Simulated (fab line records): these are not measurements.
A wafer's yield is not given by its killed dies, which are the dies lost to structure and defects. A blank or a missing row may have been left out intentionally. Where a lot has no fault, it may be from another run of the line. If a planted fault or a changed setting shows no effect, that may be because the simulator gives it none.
Comparing a struck lot with a sound one | flow rit cmos | 27 out of 202 route steps
Sound: the wafers L994.1, L994.2, L994.5. Struck: wafer L107.1 (L107.4, L107.5, from the same lot, were not struck and are left out); the cause is given at the end.
Per side, at each step with rows, come the tool, then ch with its chambers, and then its first start. Under that, the readings that differ: sound wafers | struck wafers | difference of the means | sigmas: that difference in standard deviations of wafers without a fault.
alike: a reading whose means differ by less than 2 such deviations, as well as words and numbers matching on both sides. not compared: withheld readings; readings where some wafer has no value; bounds like >300 that might hide an equal value; numbers whose values overlap and for which the record gives no deviation.
The two part at a step that has a row with sigmas, a row that says differs or no value, or rows on one side only. Numbers that have no deviation but don't overlap get no sigmas and don't part them. Lack of a reading on every wafer of one side parts them only where that side has two or more wafers.

first, 4 steps without rows for these wafers: RIT_CONTACT_SOFTBAKE_04 (time 60 s); RIT_CONTACT_EXPOSE_05 (exposes mask M11, target cd 1000 nm); RIT_CONTACT_PEB_06; RIT_CONTACT_DEVELOP_07 (develop time 120 s).
RIT_CONTACT_CD_MEAS_08 targets a cd of 1000 nm.
  sound on cd sem-01 at day 4 22:56; struck on cd sem-02 at day 7 05:26
  reading    | sound             | struck | difference | sigmas
  cd nm (nm) | 996.5 996.4 995.7 | 1006.2 | +10.0      | +4
RIT_CONTACT_OVL_MEAS_09:
  sound on overlay-01 at day 4 23:04; struck on overlay-01 at day 7 05:34
  alike: CONTACT_OVL
then, 1 step without rows for these wafers: RIT_CONTACT_HARDBAKE_10 (time 60 s).
RIT_CONTACT_ETCH_11: etches SiO2 in CHF3/CF4/Ar, stops on TiSi2, target depth 480 nm, time 320 s.
  sound on rie diel-01 ch 0,1, day 4 23:14; struck on rie diel-01 ch 3, day 7 05:44
  alike: CHF3_flow_sccm, drypump motor current A, oes product au, throttle valve pct
  not compared: rf hours counter h
RIT_CONTACT_STRIP_12: strips in O2, time 180 s.
  sound on plasma asher-01 ch 0,1, day 4 23:26; struck on plasma asher-02 ch 1, day 7 05:56
  alike: drypump motor current A
  not compared: rf hours counter h
RIT_CONTACT_CD_MEAS_90 targets a cd of 1000 nm.
  sound on cd sem-01 at day 4 23:37; struck on cd sem-02 at day 7 06:07
  reading    | sound             | struck | difference | sigmas
  cd nm (nm) | 996.8 996.3 996.0 | 1005.6 | +9.2       | +4
then, 2 steps without rows for these wafers: RIT_CONTACT_CLEAN_13 (cleans in SC1, time 600 s); RIT_CONTACT_CLEAN_14 (cleans in SC2, time 600 s).
RIT_M1_SPUTTER_00: material Al, target thk 400 nm, time 500 s.
  sound on pvd sputter-03 at day 5 00:05; struck on pvd sputter-02 at day 7 06:35
  alike: throttle valve pct
RIT_M1_RS_MEAS_01: measurement is done with a four-point probe.
  sound on film metro-02 at day 5 00:23; struck on film metro-01 at day 7 06:53
  reading           | sound                | struck | difference | sigmas
  M1_AL_RS (ohm/sq) | 0.0740 0.0730 0.0727 | 0.0841 | +0.0109    | +9
RIT_M1_THK_MEAS_02: measures by xrf.
  sound on film metro-02 at day 5 00:30; struck on film metro-01 at day 7 07:00
  reading        | sound       | struck | difference | sigmas
  M1_AL_THK (nm) | 389 393 396 | 362    | -31        | -4
then, 6 steps without rows for these wafers: RIT_M1_HMDS_03 (prime time 60 s); RIT_M1_COAT_04 (resist thk 1300 nm); RIT_M1_SOFTBAKE_05 (time 60 s); RIT_M1_EXPOSE_06 (exposes mask M12, target cd 2600 nm); RIT_M1_PEB_07; RIT_M1_DEVELOP_08 (develop time 68 s).
RIT_M1_CD_MEAS_09 targets a cd of 2600 nm.
  sound on cd sem-02 at day 5 01:28; struck on cd sem-02 at day 7 08:04
  alike: cd nm
RIT_M1_OVL_MEAS_10:
  sound on overlay-02 at day 5 01:35; struck on overlay-01 at day 7 08:11
  alike: M1_OVL
then, 1 step without rows for these wafers: RIT_M1_HARDBAKE_11 (time 120 s).
RIT_M1_METAL_ETCH_12: etches Al in Cl2/BCl3, stops on SiO2, time 165 s, target depth 600 nm.
  sound on rie metal-04 ch 0,1, day 5 02:02; struck on rie metal-02 ch 0, day 7 08:29
  reading               | sound             | struck | difference | sigmas
  oes product au (a.u.) | 0.780 0.799 0.804 | 0.719  | -0.075     | -5
  alike: drypump motor current A, throttle valve pct
  not compared: rf hours counter h
then, 1 step without rows for these wafers: RIT_M1_STRIP_13 (strips in nmp, time 600 s).
RIT_M1_PROBE_99:
  sound on prober-01 at day 5 04:19; struck on prober-01 at day 7 10:44
  alike: defect limited yield, killed at contacts, killed at front end, killed dies, killed open, killed short, sort_bin_3_pad_short, sort_bin_5_function, sort_bin_6_memory, sort n pass, sort yield pct

WHERE THEY PART
At RIT_CONTACT_CD_MEAS_08 first; at RIT_M1_METAL_ETCH_12 last (within this record only). Later steps at which nothing parts them and some readings are alike: RIT_M1_PROBE_99.

WHY: the cause the simulator had injected
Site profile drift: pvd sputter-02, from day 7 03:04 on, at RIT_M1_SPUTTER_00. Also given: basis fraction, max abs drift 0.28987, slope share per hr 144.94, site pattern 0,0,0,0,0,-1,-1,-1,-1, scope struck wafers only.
